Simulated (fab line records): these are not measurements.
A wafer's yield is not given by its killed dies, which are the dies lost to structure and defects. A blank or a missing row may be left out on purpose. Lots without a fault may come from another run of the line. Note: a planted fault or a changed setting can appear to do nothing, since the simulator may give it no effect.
Which tool was responsible? || flow rit-cmos || 13 lots with 39 wafers sampled at 6 steps, on a route of 202 steps

== WHAT THE GAUGES SHOWED, per wafer ==
RIT_ACTIVE_THK_MEAS_04.
{"lot": "L676", "measured": "day 1 14:14", "on": "film-metro-04", "ACTIVE_NITRIDE_THK (nm)": "146.2 147.1 146.6"}
{"lot": "L678", "measured": "day 1 23:32", "on": "film-metro-04", "ACTIVE_NITRIDE_THK (nm)": "148.9 148.8 150.1"}
{"lot": "L680", "measured": "day 2 09:32", "on": "film-metro-01", "ACTIVE_NITRIDE_THK (nm)": "205.0 204.3 204.8"}
{"lot": "L681", "measured": "day 2 15:14", "on": "film-metro-04", "ACTIVE_NITRIDE_THK (nm)": "152.3 152.5 153.0"}
{"lot": "L687", "measured": "day 3 21:15", "on": "film-metro-04", "ACTIVE_NITRIDE_THK (nm)": "148.0 148.7 149.0"}
{"lot": "L689", "measured": "day 4 07:14", "on": "film-metro-04", "ACTIVE_NITRIDE_THK (nm)": "149.8 148.0 148.9"}
{"lot": "L693", "measured": "day 5 03:15", "on": "film-metro-01", "ACTIVE_NITRIDE_THK (nm)": "148.2 149.9 148.0"}
{"lot": "L694", "measured": "day 5 11:04", "on": "film-metro-03", "ACTIVE_NITRIDE_THK (nm)": "147.2 148.3 147.9"}
{"lot": "L695", "measured": "day 5 14:02", "on": "film-metro-01", "ACTIVE_NITRIDE_THK (nm)": "150.2 149.8 150.6"}
{"lot": "L696", "measured": "day 5 17:32", "on": "film-metro-04", "ACTIVE_NITRIDE_THK (nm)": "150.2 149.9 151.1"}
{"lot": "L697", "measured": "day 6 00:49", "on": "film-metro-01", "ACTIVE_NITRIDE_THK (nm)": "150.5 149.3 149.8"}
{"lot": "L698", "measured": "day 6 05:24", "on": "film-metro-03", "ACTIVE_NITRIDE_THK (nm)": "148.9 147.8 148.2"}
{"lot": "L699", "measured": "day 6 08:52", "on": "film-metro-03", "ACTIVE_NITRIDE_THK (nm)": "150.3 152.1 150.6"}

RIT_FOX2_THK_MEAS_90.
{"lot": "L676", "measured": "day 1 20:01", "on": "film-metro-04", "FIELD_OXIDE_LEFT_1_THK (nm)": "313 317 318"}
{"lot": "L678", "measured": "day 2 05:19", "on": "film-metro-02", "FIELD_OXIDE_LEFT_1_THK (nm)": "317 319 314"}
{"lot": "L680", "measured": "day 2 16:28", "on": "film-metro-02", "FIELD_OXIDE_LEFT_1_THK (nm)": "308 308 311"}
{"lot": "L681", "measured": "day 2 20:56", "on": "film-metro-04", "FIELD_OXIDE_LEFT_1_THK (nm)": "314 316 309"}
{"lot": "L687", "measured": "day 4 03:10", "on": "film-metro-03", "FIELD_OXIDE_LEFT_1_THK (nm)": "313 322 307"}
{"lot": "L689", "measured": "day 4 22:27", "on": "film-metro-02", "FIELD_OXIDE_LEFT_1_THK (nm)": "323 322 327"}
{"lot": "L693", "measured": "day 5 11:05", "on": "film-metro-04", "FIELD_OXIDE_LEFT_1_THK (nm)": "327 324 321"}
{"lot": "L694", "measured": "day 5 16:51", "on": "film-metro-03", "FIELD_OXIDE_LEFT_1_THK (nm)": "306 305 308"}
{"lot": "L695", "measured": "day 5 19:48", "on": "film-metro-04", "FIELD_OXIDE_LEFT_1_THK (nm)": "326 326 322"}
{"lot": "L696", "measured": "day 6 01:04", "on": "film-metro-03", "FIELD_OXIDE_LEFT_1_THK (nm)": "322 322 322"}
{"lot": "L697", "measured": "day 6 06:58", "on": "film-metro-03", "FIELD_OXIDE_LEFT_1_THK (nm)": "327 326 321"}
{"lot": "L698", "measured": "day 6 11:03", "on": "film-metro-04", "FIELD_OXIDE_LEFT_1_THK (nm)": "306 313 308"}
{"lot": "L699", "measured": "day 6 14:39", "on": "film-metro-02", "FIELD_OXIDE_LEFT_1_THK (nm)": "321 319 324"}

RIT_NRETRO_TW_MEAS_10.
{"lot": "L676", "measured": "day 2 06:29", "on": "film-metro-01", "NRETRO_TW": "1058 1058 1054"}
{"lot": "L678", "measured": "day 2 15:34", "on": "film-metro-01", "NRETRO_TW": "1060 1062 1057"}
{"lot": "L680", "measured": "day 3 02:37", "on": "film-metro-04", "NRETRO_TW": "1069 1070 1064"}
{"lot": "L681", "measured": "day 3 07:02", "on": "film-metro-03", "NRETRO_TW": "1051 1055 1053"}
{"lot": "L687", "measured": "day 4 13:29", "on": "film-metro-04", "NRETRO_TW": "1063 1069 1066"}
{"lot": "L689", "measured": "day 5 08:40", "on": "film-metro-04", "NRETRO_TW": "1071 1064 1063"}
{"lot": "L693", "measured": "day 5 21:13", "on": "film-metro-03", "NRETRO_TW": "1050 1054 1049"}
{"lot": "L694", "measured": "day 6 04:04", "on": "film-metro-03", "NRETRO_TW": "1050 1044 1051"}
{"lot": "L695", "measured": "day 6 07:20", "on": "film-metro-04", "NRETRO_TW": "1062 1065 1068"}
{"lot": "L696", "measured": "day 6 12:01", "on": "film-metro-03", "NRETRO_TW": "1048 1056 1054"}
{"lot": "L697", "measured": "day 6 17:06", "on": "film-metro-03", "NRETRO_TW": "1048 1047 1044"}
{"lot": "L698", "measured": "day 6 21:23", "on": "film-metro-01", "NRETRO_TW": "1066 1054 1062"}
{"lot": "L699", "measured": "day 7 01:03", "on": "film-metro-04", "NRETRO_TW": "1062 1064 1063"}

== TOOL THAT RAN EACH LOT (tool first, then ch and the chambers of the sampled wafers, then the start) ==
{"lot": "L676", "RIT_ACTIVE_CVD_03": "lpcvd-02 ch 0, day 1 12:07", "RIT_ACTIVE_ETCH_13": "rie-diel-02 ch 0,2,3, day 1 15:25", "RIT_PWELL_STRIP_09": "plasma-asher-01 ch 0,1, day 1 23:10"}
{"lot": "L678", "RIT_ACTIVE_CVD_03": "lpcvd-01 ch 1, day 1 22:07", "RIT_ACTIVE_ETCH_13": "rie-diel-04 ch 1,3, day 2 00:50", "RIT_PWELL_STRIP_09": "plasma-asher-01 ch 1, day 2 08:14"}
{"lot": "L680", "RIT_ACTIVE_CVD_03": "lpcvd-01 ch 1, day 2 08:07", "RIT_ACTIVE_ETCH_13": "rie-diel-03 ch 0,2,3, day 2 10:50", "RIT_PWELL_STRIP_09": "plasma-asher-03 ch 0,1, day 2 19:31"}
{"lot": "L681", "RIT_ACTIVE_CVD_03": "lpcvd-02 ch 1, day 2 13:07", "RIT_ACTIVE_ETCH_13": "rie-diel-03 ch 1,2, day 2 16:25", "RIT_PWELL_STRIP_09": "plasma-asher-01 ch 1, day 2 23:52"}
{"lot": "L687", "RIT_ACTIVE_CVD_03": "lpcvd-02 ch 1, day 3 19:07", "RIT_ACTIVE_ETCH_13": "rie-diel-02 ch 0,2,3, day 3 22:32", "RIT_PWELL_STRIP_09": "plasma-asher-03 ch 1, day 4 06:12"}
{"lot": "L689", "RIT_ACTIVE_CVD_03": "lpcvd-02 ch 1, day 4 05:07", "RIT_ACTIVE_ETCH_13": "rie-diel-04 ch 0,1,2, day 4 08:25", "RIT_PWELL_STRIP_09": "plasma-asher-04 ch 0,1, day 5 01:37"}
{"lot": "L693", "RIT_ACTIVE_CVD_03": "lpcvd-02 ch 0, day 5 01:07", "RIT_ACTIVE_ETCH_13": "rie-diel-03 ch 2,3, day 5 04:32", "RIT_PWELL_STRIP_09": "plasma-asher-01 ch 0,1, day 5 13:59"}
{"lot": "L694", "RIT_ACTIVE_CVD_03": "lpcvd-02 ch 0, day 5 08:56", "RIT_ACTIVE_ETCH_13": "rie-diel-02 ch 0,2,3, day 5 12:22", "RIT_PWELL_STRIP_09": "plasma-asher-03 ch 0,1, day 5 20:03"}
{"lot": "L695", "RIT_ACTIVE_CVD_03": "lpcvd-01 ch 1, day 5 12:35", "RIT_ACTIVE_ETCH_13": "rie-diel-02 ch 1,2, day 5 15:17", "RIT_PWELL_STRIP_09": "plasma-asher-01 ch 0,1, day 5 23:00"}
{"lot": "L696", "RIT_ACTIVE_CVD_03": "lpcvd-01 ch 0, day 5 16:07", "RIT_ACTIVE_ETCH_13": "rie-diel-03 ch 1,2,3, day 5 18:43", "RIT_PWELL_STRIP_09": "plasma-asher-03 ch 0,1, day 6 04:06"}
{"lot": "L697", "RIT_ACTIVE_CVD_03": "lpcvd-02 ch 1, day 5 22:40", "RIT_ACTIVE_ETCH_13": "rie-diel-03 ch 2,3, day 6 01:59", "RIT_PWELL_STRIP_09": "plasma-asher-01 ch 0,1, day 6 10:04"}
{"lot": "L698", "RIT_ACTIVE_CVD_03": "lpcvd-02 ch 1, day 6 03:14", "RIT_ACTIVE_ETCH_13": "rie-diel-02 ch 2,3, day 6 06:33", "RIT_PWELL_STRIP_09": "plasma-asher-01 ch 0,1, day 6 14:08"}
{"lot": "L699", "RIT_ACTIVE_CVD_03": "lpcvd-01 ch 0, day 6 07:26", "RIT_ACTIVE_ETCH_13": "rie-diel-03 ch 0,1,3, day 6 10:10", "RIT_PWELL_STRIP_09": "plasma-asher-01 ch 0,1, day 6 17:55"}
- RIT_ACTIVE_CVD_03: deposits Si3N4 from SiH2Cl2/NH3, target thk 150 nm, time 1500 s.
- RIT_ACTIVE_ETCH_13: etches Si3N4 in SF6, stops on SiO2, time 210 s, target depth 210 nm.
- RIT_PWELL_STRIP_09: strips in O2, time 180 s.

== AS READ BY THE TOOLS THEMSELVES (means over the sampled wafers that have a number; for cases with no such wafer, the mark the record gives instead) ==
RIT_ACTIVE_CVD_03.
{"lot": "L676", "tool": "lpcvd-02", "spike-tc-source-C (C)": 834, "zone-power-load-pct (%)": 18.9}
{"lot": "L678", "tool": "lpcvd-01", "spike-tc-source-C (C)": 830, "zone-power-load-pct (%)": 21.9}
{"lot": "L680", "tool": "lpcvd-01", "spike-tc-source-C (C)": 829, "zone-power-load-pct (%)": 21.8}
{"lot": "L681", "tool": "lpcvd-02", "spike-tc-source-C (C)": 833, "zone-power-load-pct (%)": 20.1}
{"lot": "L687", "tool": "lpcvd-02", "spike-tc-source-C (C)": 833, "zone-power-load-pct (%)": 20.0}
{"lot": "L689", "tool": "lpcvd-02", "spike-tc-source-C (C)": 834, "zone-power-load-pct (%)": 20.2}
{"lot": "L693", "tool": "lpcvd-02", "spike-tc-source-C (C)": 835, "zone-power-load-pct (%)": 18.9}
{"lot": "L694", "tool": "lpcvd-02", "spike-tc-source-C (C)": 835, "zone-power-load-pct (%)": 19.0}
{"lot": "L695", "tool": "lpcvd-01", "spike-tc-source-C (C)": 830, "zone-power-load-pct (%)": 21.7}
{"lot": "L696", "tool": "lpcvd-01", "spike-tc-source-C (C)": 838, "zone-power-load-pct (%)": 20.5}
{"lot": "L697", "tool": "lpcvd-02", "spike-tc-source-C (C)": 833, "zone-power-load-pct (%)": 20.1}
{"lot": "L698", "tool": "lpcvd-02", "spike-tc-source-C (C)": 834, "zone-power-load-pct (%)": 20.3}
{"lot": "L699", "tool": "lpcvd-01", "spike-tc-source-C (C)": 839, "zone-power-load-pct (%)": 20.5}

RIT_ACTIVE_ETCH_13.
{"lot": "L676", "tool": "rie-diel-02", "chamber-pressure-mTorr (mTorr)": 260.00, "drypump-motor-current-A (A)": 5.9, "oes-product-au (a.u.)": 0.820, "throttle-valve-pct (%)": 7.32}
{"lot": "L678", "tool": "rie-diel-04", "chamber-pressure-mTorr (mTorr)": 260.15, "drypump-motor-current-A (A)": 6.3, "oes-product-au (a.u.)": 0.824, "throttle-valve-pct (%)": 7.45}
{"lot": "L680", "tool": "rie-diel-03", "chamber-pressure-mTorr (mTorr)": 259.91, "drypump-motor-current-A (A)": 5.4, "oes-product-au (a.u.)": 0.977, "throttle-valve-pct (%)": 7.61}
{"lot": "L681", "tool": "rie-diel-03", "chamber-pressure-mTorr (mTorr)": 259.93, "drypump-motor-current-A (A)": 5.5, "oes-product-au (a.u.)": 0.830, "throttle-valve-pct (%)": 7.65}
{"lot": "L687", "tool": "rie-diel-02", "chamber-pressure-mTorr (mTorr)": 260.12, "drypump-motor-current-A (A)": 5.9, "oes-product-au (a.u.)": 0.822, "throttle-valve-pct (%)": 7.33}
{"lot": "L689", "tool": "rie-diel-04", "chamber-pressure-mTorr (mTorr)": 260.22, "drypump-motor-current-A (A)": 5.6, "oes-product-au (a.u.)": 0.816, "throttle-valve-pct (%)": 7.43}
{"lot": "L693", "tool": "rie-diel-03", "chamber-pressure-mTorr (mTorr)": 260.06, "drypump-motor-current-A (A)": 5.1, "oes-product-au (a.u.)": 0.817, "throttle-valve-pct (%)": 7.66}
{"lot": "L694", "tool": "rie-diel-02", "chamber-pressure-mTorr (mTorr)": 259.88, "drypump-motor-current-A (A)": 5.9, "oes-product-au (a.u.)": 0.821, "throttle-valve-pct (%)": 7.32}
{"lot": "L695", "tool": "rie-diel-02", "chamber-pressure-mTorr (mTorr)": 260.13, "drypump-motor-current-A (A)": 6.3, "oes-product-au (a.u.)": 0.834, "throttle-valve-pct (%)": 7.40}
{"lot": "L696", "tool": "rie-diel-03", "chamber-pressure-mTorr (mTorr)": 260.00, "drypump-motor-current-A (A)": 5.6, "oes-product-au (a.u.)": 0.826, "throttle-valve-pct (%)": 7.58}
{"lot": "L697", "tool": "rie-diel-03", "chamber-pressure-mTorr (mTorr)": 260.02, "drypump-motor-current-A (A)": 5.2, "oes-product-au (a.u.)": 0.817, "throttle-valve-pct (%)": 7.64}
{"lot": "L698", "tool": "rie-diel-02", "chamber-pressure-mTorr (mTorr)": 259.90, "drypump-motor-current-A (A)": 6.2, "oes-product-au (a.u.)": 0.830, "throttle-valve-pct (%)": 7.30}
{"lot": "L699", "tool": "rie-diel-03", "chamber-pressure-mTorr (mTorr)": 260.10, "drypump-motor-current-A (A)": 5.8, "oes-product-au (a.u.)": 0.823, "throttle-valve-pct (%)": 7.53}

RIT_PWELL_STRIP_09.
{"lot": "L676", "tool": "plasma-asher-01", "chamber-pressure-mTorr (mTorr)": 4001, "drypump-motor-current-A (A)": 5.7}
{"lot": "L678", "tool": "plasma-asher-01", "chamber-pressure-mTorr (mTorr)": 3998, "drypump-motor-current-A (A)": 5.9}
{"lot": "L680", "tool": "plasma-asher-03", "chamber-pressure-mTorr (mTorr)": 3997, "drypump-motor-current-A (A)": 5.5}
{"lot": "L681", "tool": "plasma-asher-01", "chamber-pressure-mTorr (mTorr)": 3998, "drypump-motor-current-A (A)": 5.9}
{"lot": "L687", "tool": "plasma-asher-03", "chamber-pressure-mTorr (mTorr)": 4003, "drypump-motor-current-A (A)": 6.1}
{"lot": "L689", "tool": "plasma-asher-04", "chamber-pressure-mTorr (mTorr)": 4004, "drypump-motor-current-A (A)": 6.0}
{"lot": "L693", "tool": "plasma-asher-01", "chamber-pressure-mTorr (mTorr)": 4002, "drypump-motor-current-A (A)": 5.7}
{"lot": "L694", "tool": "plasma-asher-03", "chamber-pressure-mTorr (mTorr)": 4000, "drypump-motor-current-A (A)": 5.8}
{"lot": "L695", "tool": "plasma-asher-01", "chamber-pressure-mTorr (mTorr)": 4001, "drypump-motor-current-A (A)": 5.7}
{"lot": "L696", "tool": "plasma-asher-03", "chamber-pressure-mTorr (mTorr)": 4001, "drypump-motor-current-A (A)": 5.5}
{"lot": "L697", "tool": "plasma-asher-01", "chamber-pressure-mTorr (mTorr)": 3997, "drypump-motor-current-A (A)": 5.8}
{"lot": "L698", "tool": "plasma-asher-01", "chamber-pressure-mTorr (mTorr)": 4003, "drypump-motor-current-A (A)": 5.7}
{"lot": "L699", "tool": "plasma-asher-01", "chamber-pressure-mTorr (mTorr)": 3999, "drypump-motor-current-A (A)": 5.7}

== THE ANSWER, worked out from the rows above alone ==
Rule: usual is defined by the lots themselves. The widest of any qualifying gaps counts: lots, ordered by their means at a reading, are off when they make up no more than a third of the lots, leave a main group of 4 or more, and stand apart from it by 3 or more times the standard deviation of that group's means. If all means in a main group match to the digits the tables above print for the reading, that group is not used. Also off: a lot with no number at a reading for which 4 or more lots have one. All remaining lots with rows at the step are treated as sound. After the gauges, taken in route order, come the tools' own readings; for these a lot's mean is taken, as printed above. The first step at which some lot is off is used, and at that step the reading that is off furthest; a lot without a number counts as furthest.
Off: at RIT_ACTIVE_THK_MEAS_04 (ACTIVE_NITRIDE_THK), L680. The main group: mean 149.4 nm, standard deviation 1.5.
If a tool, at a process step before that reading, ran all the lots that are off and no sound lot after the first of them, it fits. The gauges at RIT_ACTIVE_THK_MEAS_04 aren't tried: what is off there is off at RIT_ACTIVE_ETCH_13 too, on other tools, and a gauge's error can't cause that. No candidate that was tried fits.

== WHAT THE SIMULATOR HAD INSERTED ==
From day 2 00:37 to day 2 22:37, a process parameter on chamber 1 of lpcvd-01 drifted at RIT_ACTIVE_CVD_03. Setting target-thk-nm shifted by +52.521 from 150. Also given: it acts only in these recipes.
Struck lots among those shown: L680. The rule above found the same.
